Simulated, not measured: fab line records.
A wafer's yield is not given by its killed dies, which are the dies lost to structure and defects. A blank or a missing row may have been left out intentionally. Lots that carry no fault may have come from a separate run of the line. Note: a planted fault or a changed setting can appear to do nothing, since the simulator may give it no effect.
fab line records / flow rit-cmos
[record] lots = 14 wafers = 42 last-day = 8
route steps=202 shown ACTIVE@2
lots with no fault: from the same line, run without faults
start-h: hours from the record's opening day to when the first of the lot's shown wafers began / wait-h: hours from the lot's prior step to this one / " repeats the value in the row above / L1.1+2: one row covering several wafers at once / - no value, or no start was given / * or withheld: withheld / < > ~ a bound
route shown NAME@n: NAME is a module with steps in the file, n the number in the route of the first one / usual: average and standard deviation across the fault-free wafers / same: alike in all rows / chamber/n: place in a boat / sites: the reading at each site / _std_site: standard deviation across them / _edge_site: the outer-site mean with the inner-site mean subtracted / radius-mm: how far each site lies from the wafer's centre / mask NAME#n: copy n / behind: the tool/chamber that last shaped the wafer / hold: cause of the lot's hold/its duration in hours/its outcome / device: which transistor (n, p or np) failed to switch / end of line: at the end of the route, the tests of the same wafers / a step without rows: its recipe alone / killed: dies that structure and defects cost at the first sort, which is not the same as the wafer's yield / map: the dies of a wafer, with x for killed, . for not killed, _ for no die there
set.NAME: the setting that was run; set.NAME@STEP: the one run at that earlier step / model.NAME: the simulator's own value behind a step, which no gauge read
steps of the route over a sample of lots; a table a step, a row a wafer
services: the hour from which a tool's chamber was out of use, counted from the record's first day as start-h (under 0 if before that day), plus the number of hours and why
[[steps]]
[step RIT_ACTIVE_OXIDATION_01]
[recipe] temp-c = 1000 ambient = O2 target-thk-a = 468 ox-time-s = 3360
[usual] spike-tc-load-C = 1026.9/2.3 tube_center_temp_C_max = 1002.6/0.45
lot.wafer=L391.1 tool=furnace-03 chamber=0 start-h=10.64 wait-h=0.6 spike-tc-load-C=1030.8 tube_center_temp_C_max=1002.8
lot.wafer=L391.4 tool=furnace-03 chamber=0 start-h=10.64 wait-h=0.6 spike-tc-load-C=1031.9 tube_center_temp_C_max=1002.3
lot.wafer=L391.6 tool=furnace-03 chamber=0 start-h=10.64 wait-h=0.6 spike-tc-load-C=1028.3 tube_center_temp_C_max=1002.5
lot.wafer=L392.2 tool=furnace-03 chamber=0 start-h=19.04 wait-h=4.0 spike-tc-load-C=1029.4 tube_center_temp_C_max=1002.3
lot.wafer=L392.3 tool=furnace-03 chamber=0 start-h=19.04 wait-h=4.0 spike-tc-load-C=1028.9 tube_center_temp_C_max=1003.7
lot.wafer=L392.4 tool=furnace-03 chamber=0 start-h=19.04 wait-h=4.0 spike-tc-load-C=1029.1 tube_center_temp_C_max=1002.7
lot.wafer=L394.2 tool=furnace-04 chamber=0 start-h=25.46 wait-h=0.4 spike-tc-load-C=1024.9 tube_center_temp_C_max=1002.3
lot.wafer=L394.4 tool=furnace-04 chamber=0 start-h=25.46 wait-h=0.4 spike-tc-load-C=1025.1 tube_center_temp_C_max=1003.0
lot.wafer=L394.6 tool=furnace-04 chamber=0 start-h=25.46 wait-h=0.4 spike-tc-load-C=1023.9 tube_center_temp_C_max=1002.1
lot.wafer=L395.3 tool=furnace-04 chamber=0 start-h=30.69 wait-h=0.6 spike-tc-load-C=1024.9 tube_center_temp_C_max=1002.1
lot.wafer=L395.4 tool=furnace-04 chamber=0 start-h=30.69 wait-h=0.6 spike-tc-load-C=1024.1 tube_center_temp_C_max=1003.1
lot.wafer=L395.5 tool=furnace-04 chamber=0 start-h=30.69 wait-h=0.6 spike-tc-load-C=1025.3 tube_center_temp_C_max=1002.4
lot.wafer=L398.1 tool=furnace-04 chamber=0 start-h=45.12 wait-h=0.1 spike-tc-load-C=1024.5 tube_center_temp_C_max=1002.8
lot.wafer=L398.2 tool=furnace-04 chamber=0 start-h=45.12 wait-h=0.1 spike-tc-load-C=1024.7 tube_center_temp_C_max=1003.2
lot.wafer=L398.6 tool=furnace-04 chamber=0 start-h=45.12 wait-h=0.1 spike-tc-load-C=1023.8 tube_center_temp_C_max=1002.6
lot.wafer=L400.1 tool=furnace-04 chamber=0 start-h=55.12 wait-h=0.1 spike-tc-load-C=1024.5 tube_center_temp_C_max=1002.5
lot.wafer=L400.3 tool=furnace-04 chamber=0 start-h=55.12 wait-h=0.1 spike-tc-load-C=1025.3 tube_center_temp_C_max=1003.2
lot.wafer=L400.4 tool=furnace-04 chamber=0 start-h=55.12 wait-h=0.1 spike-tc-load-C=1024.1 tube_center_temp_C_max=1002.7
lot.wafer=L403.1 tool=furnace-01 chamber=0 start-h=70.92 wait-h=0.9 spike-tc-load-C=1027.9 tube_center_temp_C_max=1003.1
lot.wafer=L403.2 tool=furnace-01 chamber=0 start-h=70.92 wait-h=0.9 spike-tc-load-C=1024.3 tube_center_temp_C_max=1002.4
lot.wafer=L403.6 tool=furnace-01 chamber=0 start-h=70.92 wait-h=0.9 spike-tc-load-C=1024.9 tube_center_temp_C_max=1002.7
lot.wafer=L405.2 tool=furnace-03 chamber=0 start-h=81.56 wait-h=1.5 spike-tc-load-C=1029.2 tube_center_temp_C_max=1002.9
lot.wafer=L405.4 tool=furnace-03 chamber=0 start-h=81.56 wait-h=1.5 spike-tc-load-C=1027.2 tube_center_temp_C_max=1002.1
lot.wafer=L405.6 tool=furnace-03 chamber=0 start-h=81.56 wait-h=1.5 spike-tc-load-C=1029.0 tube_center_temp_C_max=1003.5
lot.wafer=L406.3 tool=furnace-01 chamber=0 start-h=86.31 wait-h=1.2 spike-tc-load-C=1026.8 tube_center_temp_C_max=1001.6
lot.wafer=L406.5 tool=furnace-01 chamber=0 start-h=86.31 wait-h=1.2 spike-tc-load-C=1027.1 tube_center_temp_C_max=1002.0
lot.wafer=L406.6 tool=furnace-01 chamber=0 start-h=86.31 wait-h=1.2 spike-tc-load-C=1026.7 tube_center_temp_C_max=1002.8
lot.wafer=L408.3 tool=furnace-03 chamber=0 start-h=95.16 wait-h=0.1 spike-tc-load-C=1031.0 tube_center_temp_C_max=1002.2
lot.wafer=L408.5 tool=furnace-03 chamber=0 start-h=95.16 wait-h=0.1 spike-tc-load-C=1030.0 tube_center_temp_C_max=1002.0
lot.wafer=L408.6 tool=furnace-03 chamber=0 start-h=95.16 wait-h=0.1 spike-tc-load-C=1029.3 tube_center_temp_C_max=1003.6
lot.wafer=L410.1 tool=furnace-01 chamber=0 start-h=106.04 wait-h=1.0 spike-tc-load-C=1027.7 tube_center_temp_C_max=1002.1
lot.wafer=L410.3 tool=furnace-01 chamber=0 start-h=106.04 wait-h=1.0 spike-tc-load-C=1024.0 tube_center_temp_C_max=1001.7
lot.wafer=L410.6 tool=furnace-01 chamber=0 start-h=106.04 wait-h=1.0 spike-tc-load-C=1029.0 tube_center_temp_C_max=1002.5
lot.wafer=L411.2 tool=furnace-01 chamber=0 start-h=112.49 wait-h=2.4 spike-tc-load-C=1027.9 tube_center_temp_C_max=1003.5
lot.wafer=L411.3 tool=furnace-01 chamber=0 start-h=112.49 wait-h=2.4 spike-tc-load-C=1025.6 tube_center_temp_C_max=1002.7
lot.wafer=L411.4 tool=furnace-01 chamber=0 start-h=112.49 wait-h=2.4 spike-tc-load-C=1029.0 tube_center_temp_C_max=1003.0
lot.wafer=L412.2 tool=furnace-03 chamber=0 start-h=118.43 wait-h=3.4 spike-tc-load-C=1029.3 tube_center_temp_C_max=1002.5
lot.wafer=L412.5 tool=furnace-03 chamber=0 start-h=118.43 wait-h=3.4 spike-tc-load-C=1031.0 tube_center_temp_C_max=1002.3
lot.wafer=L412.6 tool=furnace-03 chamber=0 start-h=118.43 wait-h=3.4 spike-tc-load-C=1029.2 tube_center_temp_C_max=1002.8
lot.wafer=L414.1 tool=furnace-03 chamber=0 start-h=125.12 wait-h=0.1 spike-tc-load-C=1028.4 tube_center_temp_C_max=1002.1
lot.wafer=L414.4 tool=furnace-03 chamber=0 start-h=125.12 wait-h=0.1 spike-tc-load-C=1029.9 tube_center_temp_C_max=1002.2
lot.wafer=L414.6 tool=furnace-03 chamber=0 start-h=125.12 wait-h=0.1 spike-tc-load-C=1028.3 tube_center_temp_C_max=1003.2
[step RIT_ACTIVE_THK_MEAS_02]
[recipe] reads = SiO2_of_ACTIVE_OXIDATION_01
[usual] ACTIVE_OXIDE_THK = 47.1/0.71
lot.wafer=L391.1 tool=film-metro-03 chamber=- start-h=12.57 wait-h=0.0 ACTIVE_OXIDE_THK[nm]=47.6
lot.wafer=L391.4 tool=film-metro-03 chamber=- start-h=12.57 wait-h=0.0 ACTIVE_OXIDE_THK[nm]=47.9
lot.wafer=L391.6 tool=film-metro-03 chamber=- start-h=12.57 wait-h=0.0 ACTIVE_OXIDE_THK[nm]=48.1
lot.wafer=L392.2 tool=film-metro-01 chamber=- start-h=20.99 wait-h=0.0 ACTIVE_OXIDE_THK[nm]=46.7
lot.wafer=L392.3 tool=film-metro-01 chamber=- start-h=20.99 wait-h=0.0 ACTIVE_OXIDE_THK[nm]=46.4
lot.wafer=L392.4 tool=film-metro-01 chamber=- start-h=20.99 wait-h=0.0 ACTIVE_OXIDE_THK[nm]=46.7
lot.wafer=L394.2 tool=film-metro-02 chamber=- start-h=27.40 wait-h=0.0 ACTIVE_OXIDE_THK[nm]=48.2
lot.wafer=L394.4 tool=film-metro-02 chamber=- start-h=27.40 wait-h=0.0 ACTIVE_OXIDE_THK[nm]=48.1
lot.wafer=L394.6 tool=film-metro-02 chamber=- start-h=27.40 wait-h=0.0 ACTIVE_OXIDE_THK[nm]=47.3
lot.wafer=L395.3 tool=film-metro-01 chamber=- start-h=32.64 wait-h=0.0 ACTIVE_OXIDE_THK[nm]=47.4
lot.wafer=L395.4 tool=film-metro-01 chamber=- start-h=32.64 wait-h=0.0 ACTIVE_OXIDE_THK[nm]=47.2
lot.wafer=L395.5 tool=film-metro-01 chamber=- start-h=32.64 wait-h=0.0 ACTIVE_OXIDE_THK[nm]=47.6
lot.wafer=L398.1 tool=film-metro-01 chamber=- start-h=47.05 wait-h=0.0 ACTIVE_OXIDE_THK[nm]=51.5
lot.wafer=L398.2 tool=film-metro-01 chamber=- start-h=47.05 wait-h=0.0 ACTIVE_OXIDE_THK[nm]=50.6
lot.wafer=L398.6 tool=film-metro-01 chamber=- start-h=47.05 wait-h=0.0 ACTIVE_OXIDE_THK[nm]=51.4
lot.wafer=L400.1 tool=film-metro-03 chamber=- start-h=57.05 wait-h=0.0 ACTIVE_OXIDE_THK[nm]=50.3
lot.wafer=L400.3 tool=film-metro-03 chamber=- start-h=57.05 wait-h=0.0 ACTIVE_OXIDE_THK[nm]=49.8
lot.wafer=L400.4 tool=film-metro-03 chamber=- start-h=57.05 wait-h=0.0 ACTIVE_OXIDE_THK[nm]=48.9
lot.wafer=L403.1 tool=film-metro-01 chamber=- start-h=72.85 wait-h=0.0 ACTIVE_OXIDE_THK[nm]=46.7
lot.wafer=L403.2 tool=film-metro-01 chamber=- start-h=72.85 wait-h=0.0 ACTIVE_OXIDE_THK[nm]=46.9
lot.wafer=L403.6 tool=film-metro-01 chamber=- start-h=72.85 wait-h=0.0 ACTIVE_OXIDE_THK[nm]=46.7
lot.wafer=L405.2 tool=film-metro-01 chamber=- start-h=83.50 wait-h=0.0 ACTIVE_OXIDE_THK[nm]=46.6
lot.wafer=L405.4 tool=film-metro-01 chamber=- start-h=83.50 wait-h=0.0 ACTIVE_OXIDE_THK[nm]=47.2
lot.wafer=L405.6 tool=film-metro-01 chamber=- start-h=83.50 wait-h=0.0 ACTIVE_OXIDE_THK[nm]=47.1
lot.wafer=L406.3 tool=film-metro-01 chamber=- start-h=88.26 wait-h=0.0 ACTIVE_OXIDE_THK[nm]=47.1
lot.wafer=L406.5 tool=film-metro-01 chamber=- start-h=88.26 wait-h=0.0 ACTIVE_OXIDE_THK[nm]=47.7
lot.wafer=L406.6 tool=film-metro-01 chamber=- start-h=88.26 wait-h=0.0 ACTIVE_OXIDE_THK[nm]=46.8
lot.wafer=L408.3 tool=film-metro-02 chamber=- start-h=97.11 wait-h=0.0 ACTIVE_OXIDE_THK[nm]=46.7
lot.wafer=L408.5 tool=film-metro-02 chamber=- start-h=97.11 wait-h=0.0 ACTIVE_OXIDE_THK[nm]=46.7
lot.wafer=L408.6 tool=film-metro-02 chamber=- start-h=97.11 wait-h=0.0 ACTIVE_OXIDE_THK[nm]=47.2
lot.wafer=L410.1 tool=film-metro-02 chamber=- start-h=107.98 wait-h=0.0 ACTIVE_OXIDE_THK[nm]=46.9
lot.wafer=L410.3 tool=film-metro-02 chamber=- start-h=107.98 wait-h=0.0 ACTIVE_OXIDE_THK[nm]=46.8
lot.wafer=L410.6 tool=film-metro-02 chamber=- start-h=107.98 wait-h=0.0 ACTIVE_OXIDE_THK[nm]=46.4
lot.wafer=L411.2 tool=film-metro-02 chamber=- start-h=114.43 wait-h=0.0 ACTIVE_OXIDE_THK[nm]=48.1
lot.wafer=L411.3 tool=film-metro-02 chamber=- start-h=114.43 wait-h=0.0 ACTIVE_OXIDE_THK[nm]=48.6
lot.wafer=L411.4 tool=film-metro-02 chamber=- start-h=114.43 wait-h=0.0 ACTIVE_OXIDE_THK[nm]=47.9
lot.wafer=L412.2 tool=film-metro-01 chamber=- start-h=120.38 wait-h=0.0 ACTIVE_OXIDE_THK[nm]=47.7
lot.wafer=L412.5 tool=film-metro-01 chamber=- start-h=120.38 wait-h=0.0 ACTIVE_OXIDE_THK[nm]=47.0
lot.wafer=L412.6 tool=film-metro-01 chamber=- start-h=120.38 wait-h=0.0 ACTIVE_OXIDE_THK[nm]=46.8
lot.wafer=L414.1 tool=film-metro-03 chamber=- start-h=127.05 wait-h=0.0 ACTIVE_OXIDE_THK[nm]=46.1
lot.wafer=L414.4 tool=film-metro-03 chamber=- start-h=127.05 wait-h=0.0 ACTIVE_OXIDE_THK[nm]=46.6
lot.wafer=L414.6 tool=film-metro-03 chamber=- start-h=127.05 wait-h=0.0 ACTIVE_OXIDE_THK[nm]=47.2
[[services]]
tool=furnace-01 chamber=- start-h=3.95 hours=2.5 kind=pm
tool=furnace-03 chamber=- start-h=20.98 hours=3.4 kind=pm
tool=furnace-03 chamber=- start-h=66.09 hours=4.4 kind=pm
tool=furnace-01 chamber=- start-h=107.98 hours=4.5 kind=pm
tool=furnace-04 chamber=- start-h=110.71 hours=9.0 kind=pm
[[key]]
[first-sign] step = RIT_ACTIVE_THK_MEAS_02 reading = ACTIVE_OXIDE_THK direction = up sigmas = 4.7 usual = 47.1 struck = 50.4
effect none on later readings
met-at RIT_ACTIVE_OXIDATION_01
struck-lots L398,L400
tester-left-out L398,L400
onset-between 30.69 45.12
[fault] kind = process-parameter-drift tool = furnace-04 chamber = - onset-h = 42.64 steps = RIT_ACTIVE_OXIDATION_01 channel = ox-time-s offset = * shape = step end-h = 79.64 acts-in = * stated = *
// tester-left-out: of these lots the tester's yield and bins aren't shown, on N5 and GAA mostly nor the transistor test; their killed dies are dies lost to structure and defects alone, not to doping, threshold or leakage, so they don't give the yield
